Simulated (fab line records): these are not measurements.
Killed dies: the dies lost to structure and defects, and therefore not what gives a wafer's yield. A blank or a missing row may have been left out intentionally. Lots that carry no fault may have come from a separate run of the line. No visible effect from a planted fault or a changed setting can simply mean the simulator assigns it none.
fab line records ; flow rit-cmos
[record] lots = 5; wafers = 15; last-day = 8
route steps=202 shown PLDD@122 SPACER@125 NSD@131 PSD@142 SDANNEAL@153 M1@202
lots that met no fault: taken from a fault-free run of the same line
start-h: hours from the record's opening day to when the first of the lot's shown wafers began ; wait-h: hours from the lot's prior step to this one ; " repeats the value in the row above ; L1.1+2: a row that stands for several wafers ; - either no value or no given start ; * or withheld: withheld ; < > ~ a bound
route shown NAME@n: NAME is a module with steps in the file, n the number in the route of the first one ; usual: mean/standard deviation taken from wafers without a fault ; same: alike in all rows ; chamber/n: place in a boat ; sites: the reading at each site ; _std_site: how widely they spread, as a standard deviation ; _edge_site: inner sites' mean taken away from outer sites' mean ; radius-mm: how far each site lies from the wafer's centre ; mask NAME#n: copy n ; behind: the last tool/chamber to shape the wafer ; hold: cause of the lot's hold/its duration in hours/its outcome ; device: names the non-switching transistor (n, p or np) ; end of line: at the end of the route, the tests of the same wafers ; a step without rows: its recipe alone ; killed: the dies lost at the first sort to structure and to defects; this is not the yield of the wafer ; map: per-die view of a wafer (x killed, . not killed, _ where there is no die)
set.NAME: the setting as run; set.NAME@STEP: as run at that earlier step ; model.NAME: the simulator's own value behind a step, which no gauge read
a table for each step, a row for each wafer; lots at some steps of the route
services: a tool's chamber out of use, with start hour (start-h, from the record's first day; less than 0 if before it), hours out, and reason
[[steps]]
[step RIT_PLDD_IMPLANT_08]
[recipe] species = BF2; energy-kev = 20; dose-cm2 = 9e+14; tilt-deg = 7
[step RIT_PLDD_STRIP_09]
[recipe] chemistry = O2; time-s = 180; resist = NOVOLAK; platen-temp-c = withheld; power-w = 500; pressure-mtorr = 4000; o2-flow-sccm = 4000
[usual] drypump-motor-current-A = 5.61/0.2
lot.wafer;tool;chamber;start-h;wait-h;drypump-motor-current-A;rf-hours-counter-h
L569.1;plasma-asher-01;0;78.12;0.1;5.65;43
L569.2;plasma-asher-01;1;78.12;0.1;5.74;43
L569.5;plasma-asher-01;0;78.12;0.1;5.63;-
L572.1;plasma-asher-04;1;93.77;0.1;5.16;45
L572.5;plasma-asher-04;0;93.77;0.1;5.73;-
L572.6;plasma-asher-04;1;93.77;0.1;5.17;-
L578.1;plasma-asher-03;0;124.93;0.1;5.68;51
L578.3;plasma-asher-03;1;124.93;0.1;5.74;-
L578.5;plasma-asher-03;0;124.93;0.1;5.68;-
L579.2;plasma-asher-01;0;128.71;0.1;5.65;1
L579.3;plasma-asher-01;0;128.71;0.1;5.64;-
L579.6;plasma-asher-01;1;128.71;0.1;5.73;-
L586.1;plasma-asher-03;1;171.88;0.1;5.72;55
L586.2;plasma-asher-03;0;171.88;0.1;5.66;55
L586.4;plasma-asher-03;0;171.88;0.1;5.64;-
[step RIT_PLDD_TW_MEAS_10]
[usual] PLDD_TW = 2330/9.3
lot.wafer;tool;chamber;start-h;wait-h;PLDD_TW
L569.1;film-metro-04;-;78.29;0.1;2317
L569.2;film-metro-04;-;78.29;0.1;2334
L569.5;film-metro-04;-;78.29;0.1;2330
L572.1;film-metro-01;-;93.94;0.1;2329
L572.5;film-metro-01;-;93.94;0.1;2328
L572.6;film-metro-01;-;93.94;0.1;2348
L578.1;film-metro-03;-;125.10;0.1;2331
L578.3;film-metro-03;-;125.10;0.1;2335
L578.5;film-metro-03;-;125.10;0.1;2336
L579.2;film-metro-04;-;128.89;0.1;2322
L579.3;film-metro-04;-;128.89;0.1;2322
L579.6;film-metro-04;-;128.89;0.1;2324
L586.1;film-metro-03;-;172.06;0.1;2336
L586.2;film-metro-03;-;172.06;0.1;2333
L586.4;film-metro-03;-;172.06;0.1;2335
[step RIT_SPACER_CLEAN_00]
[recipe] chemistry = SC1; mix = 3:3:50; time-s = 600; temp-c = 75
[step RIT_SPACER_CLEAN_01]
[recipe] chemistry = dHF; dilution = 50:1; time-s = 30
[step RIT_SPACER_CLEAN_02]
[recipe] chemistry = SC2; mix = 3:3:50; time-s = 600; temp-c = 75; dry = n2-spin
[step RIT_SPACER_CVD_03]
[recipe] material = Si3N4; target-thk-nm = 250; temp-c = 810; precursor = SiH2Cl2/NH3; time-s = 3300; pressure-mtorr = 300; sih2cl2-flow-sccm = 60; nh3-flow-sccm = 150
[step RIT_SPACER_THK_MEAS_04]
[recipe] reads = Si3N4_of_SPACER_CVD_03
[usual] SPACER_NITRIDE_THK = 250.9/2.1
lot.wafer;tool;chamber;start-h;wait-h;SPACER_NITRIDE_THK[nm]
L569.1;film-metro-01;-;80.65;0.0;249.1
L569.2;film-metro-01;-;80.65;0.0;248.7
L569.5;film-metro-01;-;80.65;0.0;248.7
L572.1;film-metro-04;-;98.69;0.0;250.2
L572.5;film-metro-04;-;98.69;0.0;250.1
L572.6;film-metro-04;-;98.69;0.0;249.6
L578.1;film-metro-04;-;127.82;0.0;245.1
L578.3;film-metro-04;-;127.82;0.0;247.5
L578.5;film-metro-04;-;127.82;0.0;246.1
L579.2;film-metro-02;-;131.43;0.0;251.7
L579.3;film-metro-02;-;131.43;0.0;251.9
L579.6;film-metro-02;-;131.43;0.0;252.1
L586.1;film-metro-04;-;174.83;0.0;252.5
L586.2;film-metro-04;-;174.83;0.0;252.1
L586.4;film-metro-04;-;174.83;0.0;251.1
[step RIT_SPACER_ETCHBACK_05]
[recipe] target-depth-a = 2500; SF6_flow_sccm = 30; CHF3_flow_sccm = 30; target = Si3N4; chemistry = SF6/CHF3; pressure-mtorr = 40; rf-w = 250; time-s = 240; stop-on = SiO2
[usual] drypump-motor-current-A = 5.5/0.53; oes-product-au = 0.845/0.013; throttle-valve-pct = 10.33/0.11
lot.wafer;tool;chamber;start-h;wait-h;drypump-motor-current-A;oes-product-au;rf-hours-counter-h;throttle-valve-pct
L569.1;rie-diel-01;3;80.71;0.1;4.7;0.844;6;10.22
L569.2;rie-diel-01;2;80.71;0.1;5.1;0.845;5;10.18
L569.5;rie-diel-01;2;80.71;0.1;5.1;0.842;-;10.17
L572.1;rie-diel-03;3;98.75;0.1;5.5;0.856;53;10.28
L572.5;rie-diel-03;0;98.75;0.1;5.2;0.837;-;10.34
L572.6;rie-diel-03;3;98.75;0.1;5.5;0.848;-;10.27
L578.1;rie-diel-03;2;127.88;0.1;6.6;0.824;0;10.55
L578.3;rie-diel-03;1;127.88;0.1;5.3;0.850;84;10.58
L578.5;rie-diel-03;1;127.88;0.1;5.3;0.856;-;10.57
L579.2;rie-diel-04;0;131.48;0.0;6.4;0.855;138;10.31
L579.3;rie-diel-04;1;131.48;0.0;5.7;0.837;9;10.42
L579.6;rie-diel-04;2;131.48;0.0;6.0;0.851;-;10.27
L586.1;rie-diel-03;2;174.89;0.1;6.6;0.842;1;10.55
L586.2;rie-diel-03;3;174.89;0.1;5.5;0.860;55;10.27
L586.4;rie-diel-03;0;174.89;0.1;5.2;0.850;1;10.34
[step RIT_NSD_HMDS_00]
[recipe] prime-time-s = 60; prime-temp-c = 140
[step RIT_NSD_COAT_01]
[recipe] resist = NOVOLAK; spin-rpm = 3250; resist-thk-nm = 1000
[step RIT_NSD_SOFTBAKE_02]
[recipe] resist = NOVOLAK; temp-c = 90; time-s = 60
[step RIT_NSD_EXPOSE_03]
[recipe] mask-id = M9; na = 0.57; target-cd-nm = 40700; dose-mj = 250
[usual] stage-vel-mm-s = 499.99/0.26
lot.wafer;tool;chamber;start-h;wait-h;mask;stage-vel-mm-s
L569.1;iline-stepper-01;0;81.31;0.1;M9#0;500.35
L569.2;iline-stepper-01;0;81.31;0.1;M9#0;500.10
L569.5;iline-stepper-01;0;81.31;0.1;M9#0;499.82
L572.1;iline-stepper-02;0;99.47;0.2;M9#0;500.32
L572.5;iline-stepper-02;0;99.47;0.2;M9#0;500.08
L572.6;iline-stepper-02;0;99.47;0.2;M9#0;499.95
L578.1;iline-stepper-01;0;128.48;0.1;M10#0;499.79
L578.3;iline-stepper-01;0;128.48;0.1;M10#0;500.20
L578.5;iline-stepper-01;0;128.48;0.1;M10#0;500.39
L579.2;iline-stepper-02;0;132.22;0.2;M9#0;499.66
L579.3;iline-stepper-02;0;132.22;0.2;M9#0;499.70
L579.6;iline-stepper-02;0;132.22;0.2;M9#0;499.88
L586.1;iline-stepper-01;0;175.61;0.2;M9#0;500.04
L586.2;iline-stepper-01;0;175.61;0.2;M9#0;499.93
L586.4;iline-stepper-01;0;175.61;0.2;M9#0;500.31
[step RIT_NSD_PEB_04]
[recipe] resist = NOVOLAK; temp-c = withheld; time-s = withheld
[step RIT_NSD_DEVELOP_05]
[recipe] resist = NOVOLAK; develop-time-s = 50; dev-temp-c = 23
[step RIT_NSD_OVL_MEAS_06]
[usual] NSD_OVL = 0.1/1.5
lot.wafer;tool;chamber;start-h;wait-h;NSD_OVL[nm]
L569.1;overlay-01;-;81.71;-;-1.5
L569.2;overlay-01;-;81.71;-;-1.8
L569.5;overlay-01;-;81.71;-;-1.3
L572.1;overlay-01;-;99.87;-;0.8
L572.5;overlay-01;-;99.87;-;1.4
L572.6;overlay-01;-;99.87;-;2.2
L578.1;overlay-01;-;128.88;-;-
L578.3;overlay-01;-;128.88;-;-
L578.5;overlay-01;-;128.88;-;-
L579.2;overlay-02;-;132.61;-;-0.2
L579.3;overlay-02;-;132.61;-;3.0
L579.6;overlay-02;-;132.61;-;0.3
L586.1;overlay-01;-;176.01;-;0.7
L586.2;overlay-01;-;176.01;-;-1.1
L586.4;overlay-01;-;176.01;-;0.2
[step RIT_NSD_HARDBAKE_07]
[recipe] resist = NOVOLAK; temp-c = 140; time-s = 60
[step RIT_NSD_IMPLANT_08]
[recipe] species = P; energy-kev = 25; dose-cm2 = 1e+15; tilt-deg = 7
[step RIT_NSD_STRIP_09]
[recipe] chemistry = O2; time-s = 180; resist = NOVOLAK; platen-temp-c = withheld; power-w = 500; pressure-mtorr = 4000; o2-flow-sccm = 4000
[usual] drypump-motor-current-A = 5.7/0.31
lot.wafer;tool;chamber;start-h;wait-h;drypump-motor-current-A;rf-hours-counter-h
L569.1;plasma-asher-04;1;82.05;0.1;5.2;44
L569.2;plasma-asher-04;0;82.05;0.1;5.7;44
L569.5;plasma-asher-04;0;82.05;0.1;5.7;-
L572.1;plasma-asher-01;1;100.21;0.1;5.7;45
L572.5;plasma-asher-01;0;100.21;0.1;5.7;-
L572.6;plasma-asher-01;1;100.21;0.1;5.7;-
L578.1;plasma-asher-02;0;129.21;0.1;6.2;33
L578.3;plasma-asher-02;1;129.21;0.1;6.0;-
L578.5;plasma-asher-02;0;129.21;0.1;6.2;-
L579.2;plasma-asher-01;0;132.94;0.1;5.6;2
L579.3;plasma-asher-01;0;132.94;0.1;5.6;-
L579.6;plasma-asher-01;1;132.94;0.1;5.7;-
L586.1;plasma-asher-04;1;176.35;0.1;5.2;53
L586.2;plasma-asher-04;0;176.35;0.1;5.7;53
L586.4;plasma-asher-04;1;176.35;0.1;5.2;-
[step RIT_NSD_TW_MEAS_10]
[usual] NSD_TW = 3094/15
lot.wafer;tool;chamber;start-h;wait-h;NSD_TW
L569.1;film-metro-03;-;82.22;0.1;3091
L569.2;film-metro-03;-;82.22;0.1;3089
L569.5;film-metro-03;-;82.22;0.1;3089
L572.1;film-metro-04;-;100.38;0.1;3092
L572.5;film-metro-04;-;100.38;0.1;3091
L572.6;film-metro-04;-;100.38;0.1;3110
L578.1;film-metro-04;-;129.39;0.1;30
L578.3;film-metro-04;-;129.39;0.1;29
L578.5;film-metro-04;-;129.39;0.1;30
L579.2;film-metro-04;-;133.12;0.1;3070
L579.3;film-metro-04;-;133.12;0.1;3080
L579.6;film-metro-04;-;133.12;0.1;3077
L586.1;film-metro-04;-;176.53;0.1;3091
L586.2;film-metro-04;-;176.53;0.1;3087
L586.4;film-metro-04;-;176.53;0.1;3109
[step RIT_PSD_HMDS_00]
[recipe] prime-time-s = 60; prime-temp-c = 140
[step RIT_PSD_COAT_01]
[recipe] resist = NOVOLAK; spin-rpm = 3250; resist-thk-nm = 1000
[step RIT_PSD_SOFTBAKE_02]
[recipe] resist = NOVOLAK; temp-c = 90; time-s = 60
[step RIT_PSD_EXPOSE_03]
[recipe] mask-id = M10; na = 0.57; target-cd-nm = 40900; dose-mj = 250
[step RIT_PSD_PEB_04]
[recipe] resist = NOVOLAK; temp-c = withheld; time-s = withheld
[step RIT_PSD_DEVELOP_05]
[recipe] resist = NOVOLAK; develop-time-s = 50; dev-temp-c = 23
[step RIT_PSD_OVL_MEAS_06]
[usual] PSD_OVL = 0.8/1.2
lot.wafer;tool;chamber;start-h;wait-h;PSD_OVL[nm]
L569.1;overlay-01;-;83.26;-;0.8
L569.2;overlay-01;-;83.26;-;-0.8
L569.5;overlay-01;-;83.26;-;1.8
L572.1;overlay-02;-;101.69;-;-0.2
L572.5;overlay-02;-;101.69;-;1.9
L572.6;overlay-02;-;101.69;-;2.6
L578.1;overlay-01;-;130.30;-;2.1
L578.3;overlay-01;-;130.30;-;0.7
L578.5;overlay-01;-;130.30;-;2.0
L579.2;overlay-01;-;134.03;-;0.1
L579.3;overlay-01;-;134.03;-;1.8
L579.6;overlay-01;-;134.03;-;-0.6
L586.1;overlay-01;-;177.44;-;1.9
L586.2;overlay-01;-;177.44;-;0.7
L586.4;overlay-01;-;177.44;-;2.3
[step RIT_PSD_HARDBAKE_07]
[recipe] resist = NOVOLAK; temp-c = 140; time-s = 60
[step RIT_PSD_IMPLANT_08]
[recipe] species = BF2; energy-kev = 27; dose-cm2 = 5e+15; tilt-deg = 7
[step RIT_PSD_STRIP_09]
[recipe] chemistry = O2; time-s = 180; resist = NOVOLAK; platen-temp-c = withheld; power-w = 500; pressure-mtorr = 4000; o2-flow-sccm = 4000
[usual] drypump-motor-current-A = 5.7/0.3
lot.wafer;tool;chamber;start-h;wait-h;drypump-motor-current-A;rf-hours-counter-h
L569.1;plasma-asher-03;0;83.66;0.1;5.7;46
L569.2;plasma-asher-03;1;83.66;0.1;5.7;46
L569.5;plasma-asher-03;1;83.66;0.1;5.7;-
L572.1;plasma-asher-02;1;102.03;0.1;6.0;30
L572.5;plasma-asher-02;0;102.03;0.1;6.3;-
L572.6;plasma-asher-02;1;102.03;0.1;6.0;-
L578.1;plasma-asher-03;0;130.63;0.1;5.7;51
L578.3;plasma-asher-03;1;130.63;0.1;5.7;-
L578.5;plasma-asher-03;1;130.63;0.1;5.7;-
L579.2;plasma-asher-04;0;134.36;0.1;5.7;50
L579.3;plasma-asher-04;0;134.36;0.1;5.7;-
L579.6;plasma-asher-04;0;134.36;0.1;5.7;-
L586.1;plasma-asher-03;0;177.77;0.1;5.7;55
L586.2;plasma-asher-03;1;177.77;0.1;5.7;55
L586.4;plasma-asher-03;1;177.77;0.1;5.7;-
[step RIT_PSD_TW_MEAS_10]
[usual] PSD_TW = 3405/18
lot.wafer;tool;chamber;start-h;wait-h;PSD_TW
L569.1;film-metro-03;-;83.84;0.1;3373
L569.2;film-metro-03;-;83.84;0.1;3386
L569.5;film-metro-03;-;83.84;0.1;3394
L572.1;film-metro-01;-;102.20;0.1;3403
L572.5;film-metro-01;-;102.20;0.1;3404
L572.6;film-metro-01;-;102.20;0.1;3417
L578.1;film-metro-03;-;130.81;0.1;3592
L578.3;film-metro-03;-;130.81;0.1;3605
L578.5;film-metro-03;-;130.81;0.1;3579
L579.2;film-metro-01;-;134.55;0.1;3406
L579.3;film-metro-01;-;134.55;0.1;3414
L579.6;film-metro-01;-;134.55;0.1;3425
L586.1;film-metro-03;-;177.95;0.1;3387
L586.2;film-metro-03;-;177.95;0.1;3394
L586.4;film-metro-03;-;177.95;0.1;3392
[step RIT_SDANNEAL_CLEAN_00]
[recipe] chemistry = SC1; mix = 3:3:50; time-s = 600; temp-c = 75
[step RIT_M1_PROBE_99]
[usual] killed-at-contacts = 0.1/0.31; killed-at-front-end = 7/3; killed-dies = 7/3; killed-on-rim = 2.0/1.3; killed-open = 3.8/2.1; killed-short = 3.6/1.9
[same] gross-dies = 264; killed_at_M0_to_M3 = 0; killed_at_M4_up = 0; killed-at-back-side = 0; killed-at-other = 0
lot.wafer;tool;chamber;start-h;wait-h;killed-at-contacts;killed-at-front-end;killed-dies;killed-on-rim;killed-open;killed-short
L569.1;prober-01;-;93.34;0.1;0;10;10;3;6;4
L569.2;prober-01;-;93.39;0.1;0;12;12;1;5;7
L569.5;prober-01;-;93.54;0.2;1;8;9;4;5;4
L572.1;prober-02;-;110.30;0.1;0;10;10;3;6;4
L572.5;prober-02;-;110.50;0.2;0;14;14;2;7;7
L572.6;prober-02;-;110.55;0.2;0;14;14;2;5;9
L578.1;prober-02;-;139.01;0.1;1;263;264;70;9;2
L578.3;prober-02;-;139.11;0.2;0;264;264;70;2;3
L578.5;prober-02;-;139.21;0.2;0;264;264;70;8;6
L579.2;prober-01;-;142.77;0.1;1;4;5;2;2;3
L579.3;prober-01;-;142.82;0.2;0;4;4;1;2;2
L579.6;prober-01;-;142.97;0.2;0;8;8;2;6;2
L586.1;prober-01;-;187.19;0.1;0;6;6;1;3;3
L586.2;prober-01;-;187.24;0.1;0;4;4;1;4;0
L586.4;prober-01;-;187.34;0.2;0;7;7;1;5;2
// killed by level:class
L569.1 REOX:geometric-particle:open=3 FOX1:geometric-particle:short=2 SPACER:geometric-particle:open=2 GATE:geometric-particle:open=1 REOX:geometric-particle:short=1 SPACER:geometric-particle:short=1
L569.2 REOX:geometric-particle:open=3 REOX:geometric-particle:short=3 GATE:geometric-particle:open=2 SPACER:geometric-particle:short=2 FOX1:geometric-particle:short=1 SILICIDE:geometric-particle:short=1
L569.5 GATE:geometric-particle:open=3 GATE:geometric-particle:short=2 FOX2:geometric-particle:open=1 FOX2:geometric-particle:short=1 SPACER:geometric-particle:short=1 CONTACT:geometric-particle:open=1
L572.1 GATE:geometric-particle:open=3 FOX1:geometric-particle:open=2 SPACER:geometric-particle:short=2 FOX1:geometric-particle:short=1 GATE:geometric-particle:short=1 REOX:geometric-particle:open=1
L572.5 GATE:geometric-particle:short=5 GATE:geometric-particle:open=5 SPACER:geometric-particle:open=2 SPACER:geometric-particle:short=2
L572.6 GATE:geometric-particle:short=3 SPACER:geometric-particle:short=3 SPACER:geometric-particle:open=3 GATE:geometric-particle:open=2 FOX1:geometric-particle:short=1 FOX2:geometric-particle:short=1 SILICIDE:geometric-particle:short=1
L578.1 NSD:area-expose=253 GATE:geometric-particle:open=3 SPACER:geometric-particle:open=3 FOX1:geometric-particle:short=1 FOX2:geometric-particle:open=1 SPACER:geometric-particle:short=1 SILICIDE:geometric-particle:open=1 CONTACT:geometric-particle:open=1
L578.3 NSD:area-expose=259 GATE:geometric-particle:open=2 REOX:geometric-particle:short=2 FOX2:geometric-particle:short=1
L578.5 NSD:area-expose=250 GATE:geometric-particle:open=3 REOX:geometric-particle:short=2 SPACER:geometric-particle:short=2 SILICIDE:geometric-particle:open=2 FOX1:geometric-particle:open=1 FOX1:geometric-particle:short=1 FOX2:geometric-particle:short=1
L579.2 GATE:geometric-particle:short=1 REOX:geometric-particle:open=1 REOX:geometric-particle:short=1 SPACER:geometric-particle:short=1 CONTACT:geometric-particle:open=1
L579.3 FOX1:geometric-particle:open=1 FOX2:geometric-particle:short=1 GATE:geometric-particle:short=1 REOX:geometric-particle:open=1
L579.6 REOX:geometric-particle:open=2 SILICIDE:geometric-particle:open=2 FOX1:geometric-particle:open=1 GATE:geometric-particle:open=1 GATE:geometric-particle:short=1 SILICIDE:geometric-particle:short=1
L586.1 FOX2:geometric-particle:short=1 GATE:geometric-particle:short=1 GATE:geometric-particle:open=1 REOX:geometric-particle:open=1 SPACER:geometric-particle:short=1 SILICIDE:geometric-particle:open=1
L586.2 GATE:geometric-particle:open=2 REOX:geometric-particle:open=1 SPACER:geometric-particle:open=1
L586.4 REOX:geometric-particle:open=2 SILICIDE:geometric-particle:open=2 GATE:geometric-particle:open=1 GATE:geometric-particle:short=1 REOX:geometric-particle:short=1
// map L578.1 (x killed, . not)
________xxxxxxx_______
_____xxxxxxxxxxxxx____
____xxxxxxxxxxxxxxx___
___xxxxxxxxxxxxxxxxx__
__xxxxxxxxxxxxxxxxxxx_
__xxxxxxxxxxxxxxxxxxx_
_xxxxxxxxxxxxxxxxxxxxx
_xxxxxxxxxxxxxxxxxxxxx
_xxxxxxxxxxxxxxxxxxxxx
_xxxxxxxxxxxxxxxxxxxxx
__xxxxxxxxxxxxxxxxxxx_
__xxxxxxxxxxxxxxxxxxx_
___xxxxxxxxxxxxxxxxx__
____xxxxxxxxxxxxxxx___
_____xxxxxxxxxxxxx____
________xxxxxxx_______
// map L569.2 (x killed, . not)
________......._______
_____.............____
____....x...x......___
___x................__
__..............x...._
__..................._
_.......x.............
_.................x...
_......x..............
_.................x...
__..............x...._
__.............x....._
___...x....x........__
____...............___
_____.............____
________......._______
[[services]]
tool;chamber;start-h;hours;kind
rie-diel-04;-;55.87;0.1;repair
iline-stepper-01;-;60.26;1.7;pm
rie-diel-04;2;60.95;3.0;repair
plasma-asher-04;-;63.69;2.8;pm
rie-diel-04;3;73.97;6.3;repair
iline-stepper-02;0;74.10;-;calibration
plasma-asher-01;-;89.30;3.2;repair
rie-diel-03;2;101.33;-;clean
rie-diel-03;2;101.33;17.3;scheduled-down
rie-diel-03;2;101.33;17.3;vent-cycle
plasma-asher-01;-;108.80;9.0;pm
plasma-asher-01;0;108.80;9.0;vent-cycle
plasma-asher-01;1;108.80;9.0;vent-cycle
rie-diel-04;2;114.54;8.5;repair
plasma-asher-01;0;117.80;-;clean
plasma-asher-01;1;117.80;-;clean
rie-diel-03;-;121.34;2.8;pm
rie-diel-03;0;124.09;-;clean
rie-diel-03;0;124.09;22.8;scheduled-down
rie-diel-03;0;124.09;22.8;vent-cycle
iline-stepper-02;-;135.32;5.4;repair
[[key]]
[first-sign] step = RIT_NSD_EXPOSE_03; reading = mask; direction = changed
[effect] step = RIT_NSD_OVL_MEAS_06; reading = NSD_OVL; direction = missing
[effect] step = RIT_NSD_TW_MEAS_10; reading = NSD_TW; direction = down; sigmas = 99+; usual = 3094; struck = 30
[effect] step = RIT_PSD_TW_MEAS_10; reading = PSD_TW; direction = up; sigmas = 10; usual = 3405; struck = 3592
[effect] step = RIT_M1_PROBE_99; reading = killed-at-front-end; direction = up; sigmas = 85; usual = 7; struck = 264
[more-kills-born-at] RIT_NSD_EXPOSE_03@iline-stepper-01 = 762
met-at RIT_NSD_EXPOSE_03
struck-wafers L578.1,L578.3,L578.5
tester-left-out L578
onset-between 81.31 128.48
[fault] kind = wrong-mask; tool = any; chamber = -; onset-h = 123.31; steps = RIT_NSD_EXPOSE_03; aux-copy = M10#0; scope = struck-lots-only
// tester-left-out: of these lots the tester's yield and bins aren't shown, on N5 and GAA mostly nor the transistor test; their killed dies are dies lost to structure and defects alone, not to doping, threshold or leakage, so they don't give the yield
